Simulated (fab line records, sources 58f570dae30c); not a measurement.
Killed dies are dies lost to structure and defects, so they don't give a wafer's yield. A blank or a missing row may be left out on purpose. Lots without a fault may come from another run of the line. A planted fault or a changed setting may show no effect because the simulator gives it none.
Which tool did it? | flow berkeley_cmos170 | 14 lots, 42 wafers sampled, at 5 steps of a route of 331

WHAT THE GAUGES READ, wafer by wafer
UCB170_SDANNEAL_RS_MEAS_04: measures by four-point-probe. Usual: PLDD_RS 1032 ohm/sq, standard deviation 3.
lot  | measured     | on            | PLDD_RS (ohm/sq) | flag
L629 | day 7 05:55  | film_metro-04 | 1033 1039 1034   |
L628 | day 7 06:28  | film_metro-03 | 1035 1035 1035   |
L630 | day 7 08:41  | film_metro-04 | 1032 1035 1032   |
L631 | day 7 08:42  | film_metro-02 | 1036 1031 1037   |
L632 | day 7 08:50  | film_metro-03 | 1027 1027 1028   |
L634 | day 7 21:17  | film_metro-03 | 1028 1029 1030   |
L633 | day 7 21:43  | film_metro-04 | 1032 1032 1033   |
L636 | day 8 18:04  | film_metro-03 | 1031 1029 1027   |
L639 | day 9 09:56  | film_metro-04 | 1035 1034 1032   |
L644 | day 10 01:55 | film_metro-03 | 1026 1028 1027   |
L643 | day 10 02:20 | film_metro-02 | 1031 1032 1030   |
L642 | day 10 02:45 | film_metro-04 | 1029 1029 1035   |
L646 | day 10 21:34 | film_metro-03 | 1029 1029 1029   |
L651 | day 11 01:56 | film_metro-02 | 1032 1033 1031   |

UCB170_CONTACT_OVL_MEAS_16. Usual: CONTACT_OVL 1 nm, standard deviation 4.9.
lot  | measured     | on         | CONTACT_OVL (nm) | flag
L629 | day 7 12:53  | overlay-02 | 5 1 -1           |
L628 | day 7 13:07  | overlay-01 | 2 -2 -4          |
L630 | day 7 13:53  | overlay-01 | 9 4 4            |
L631 | day 7 14:04  | overlay-01 | 5 9 4            |
L632 | day 7 14:24  | overlay-02 | -2 -1 -4         |
L634 | day 8 01:43  | overlay-02 | 7 5 9            |
L633 | day 8 02:20  | overlay-02 | 7 0 -8           |
L636 | day 9 00:50  | overlay-02 | -5 -5 -5         |
L639 | day 9 18:52  | overlay-02 | 1 -5 0           |
L644 | day 10 08:23 | overlay-01 | 5 3 0            |
L643 | day 10 08:02 | overlay-02 | 4 -1 10          |
L642 | day 10 09:02 | overlay-02 | -8 -7 -9         |
L646 | day 11 02:41 | overlay-02 | 11 9 6           |
L651 | day 11 06:23 | overlay-01 | 0 -1 -2          |

UCB170_V1_THK_MEAS_01. Usual: V1_TEOS_THK 2003 nm, standard deviation 25.
lot  | measured     | on            | V1_TEOS_THK (nm) | flag
L629 | day 7 21:08  | film_metro-04 | 1956 2020 1991   |
L628 | day 7 21:11  | film_metro-04 | 1978 1998 1997   |
L630 | day 7 21:10  | film_metro-01 | 1991 1991 2029   |
L631 | day 7 21:18  | film_metro-01 | 1973 2003 1997   |
L632 | day 7 21:19  | film_metro-04 | 1989 2071 2017   |
L634 | day 8 10:20  | film_metro-03 | 1998 1998 2007   |
L633 | day 8 10:20  | film_metro-01 | 2011 2020 2056   |
L636 | day 9 06:40  | film_metro-01 | 2014 2025 2040   |
L639 | day 10 00:47 | film_metro-01 | 1985 1987 2004   |
L644 | day 10 14:22 | film_metro-01 | 2008 2054 2013   |
L643 | day 10 14:22 | film_metro-03 | 1907 1923 1925   | OFF
L642 | day 10 14:32 | film_metro-03 | 1904 1914 1920   | OFF
L646 | day 11 12:47 | film_metro-04 | 1971 2008 2003   |
L651 | day 11 13:05 | film_metro-03 | 2001 2030 2039   |

WHICH TOOL RAN EACH LOT (tool, then ch and the chambers of the sampled wafers, then the start)
lot  | UCB170_M1_ETCH_11                  | UCB170_V1_CVD_00
L629 | rie_diel-04 ch 0,2,3, day 7 14:45  | pecvd-04 ch 0,1, day 7 20:59
L628 | rie_diel-02 ch 1,2,3, day 7 15:02  | pecvd-02 ch 0,1, day 7 20:59
L630 | rie_diel-04 ch 2,3, day 7 15:43    | pecvd-01 ch 0,2, day 7 20:59
L631 | rie_diel-01 ch 0,2,3, day 7 16:01  | pecvd-04 ch 0,2, day 7 21:08
L632 | rie_diel-02 ch 1,3, day 7 16:21    | pecvd-02 ch 0,2, day 7 21:08
L634 | rie_diel-02 ch 1,3, day 8 03:43    | pecvd-04 ch 1,2, day 8 10:10
L633 | rie_diel-04 ch 1,2,3, day 8 04:25  | pecvd-01 ch 0,1,2, day 8 10:10
L636 | rie_diel-01 ch 0,2,3, day 9 02:57  | pecvd-04 ch 0,1, day 9 06:31
L639 | rie_diel-01 ch 0,2,3, day 9 20:52  | pecvd-01 ch 1,2, day 10 00:37
L644 | rie_diel-02 ch 0,1, day 10 11:22   | pecvd-01 ch 0,1, day 10 14:13
L643 | rie_diel-04 ch 0,1,2, day 10 11:01 | pecvd-04 ch 0,1,2, day 10 14:13
L642 | rie_diel-04 ch 0,2,3, day 10 11:55 | pecvd-04 ch 0,2, day 10 14:22
L646 | rie_diel-04 ch 1,3, day 11 04:31   | pecvd-01 ch 0,1,2, day 11 12:37
L651 | rie_diel-04 ch 0,1,3, day 11 08:14 | pecvd-01 ch 0,1, day 11 12:55
- UCB170_M1_ETCH_11: etches BARC in N2/H2.
- UCB170_V1_CVD_00: deposits SiO2 from TEOS/O2, target thk 2000 nm, time 250 s.

WHAT THE TOOLS THEMSELVES READ (means of the sampled wafers that have a number; where no wafer has one, the mark that the record gives instead)
UCB170_M1_ETCH_11. Usual: drypump_motor_current_A 5.5 A, standard deviation 0.43; oes_product_au 1.001 a.u., standard deviation 0.015; throttle_valve_pct 13.36 %, standard deviation 0.2.
lot  | tool        | drypump_motor_current_A (A) | oes_product_au (a.u.) | throttle_valve_pct (%) | flag
L629 | rie_diel-04 | 5.4                         | 1.010                 | 13.30                  |
L628 | rie_diel-02 | 5.4                         | 1.001                 | 13.44                  |
L630 | rie_diel-04 | 5.3                         | 1.004                 | 13.19                  |
L631 | rie_diel-01 | 5.5                         | 0.987                 | 13.26                  |
L632 | rie_diel-02 | 5.7                         | 0.994                 | 13.62                  |
L634 | rie_diel-02 | 5.7                         | 1.002                 | 13.63                  |
L633 | rie_diel-04 | 5.5                         | 1.005                 | 13.27                  |
L636 | rie_diel-01 | 5.5                         | 0.985                 | 13.26                  |
L639 | rie_diel-01 | 5.5                         | 0.993                 | 13.24                  |
L644 | rie_diel-02 | 5.6                         | 1.015                 | 13.42                  |
L643 | rie_diel-04 | 5.6                         | 0.997                 | 13.37                  |
L642 | rie_diel-04 | 5.4                         | 1.004                 | 13.28                  |
L646 | rie_diel-04 | 5.7                         | 1.018                 | 13.41                  |
L651 | rie_diel-04 | 5.6                         | 1.013                 | 13.46                  |

UCB170_V1_CVD_00. Usual: heater_power_w 268 W, standard deviation 50.
lot  | tool     | heater_power_w (W) | flag
L629 | pecvd-04 | 276                |
L628 | pecvd-02 | 265                |
L630 | pecvd-01 | 243                |
L631 | pecvd-04 | 243                |
L632 | pecvd-02 | 312                |
L634 | pecvd-04 | 268                |
L633 | pecvd-01 | 255                |
L636 | pecvd-04 | 250                |
L639 | pecvd-01 | 276                |
L644 | pecvd-01 | 225                |
L643 | pecvd-04 | 291                |
L642 | pecvd-04 | 263                |
L646 | pecvd-01 | 249                |
L651 | pecvd-01 | 243                |

THE ANSWER, worked out from the rows above alone
Rule: a lot is off if the mean of its wafers that have a number lies more than 3 standard deviations from the usual mean. A lot without any number at a reading at which 4 lots or more have one is off too. The other lots that the step has rows for count as sound. The gauges are gone through in route order, then the tools' own readings, and for those a lot's mean is taken as printed above. The first step at which some lot is off is used, and at that step the reading that is off furthest; a lot without a number counts as furthest.
Off: L643, L642, at UCB170_V1_THK_MEAS_01 (V1_TEOS_THK).
A tool fits if, at a process step before that reading, it ran every lot that is off, and no sound lot after the first of them. The gauges at UCB170_V1_THK_MEAS_01 are tried like those tools. One fits: pecvd-04 at UCB170_V1_CVD_00. Its last sound lot is L636 (day 9 06:31), its first lot that is off L643 (day 10 14:13): a fault that began between those two fits.

WHAT THE SIMULATOR HAD PUT IN
Process parameter drift: pecvd-04, from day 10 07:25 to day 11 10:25, at UCB170_V1_CVD_00. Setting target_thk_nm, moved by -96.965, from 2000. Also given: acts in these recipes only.
Lots struck among those shown: L643, L642. The rule above found the same.
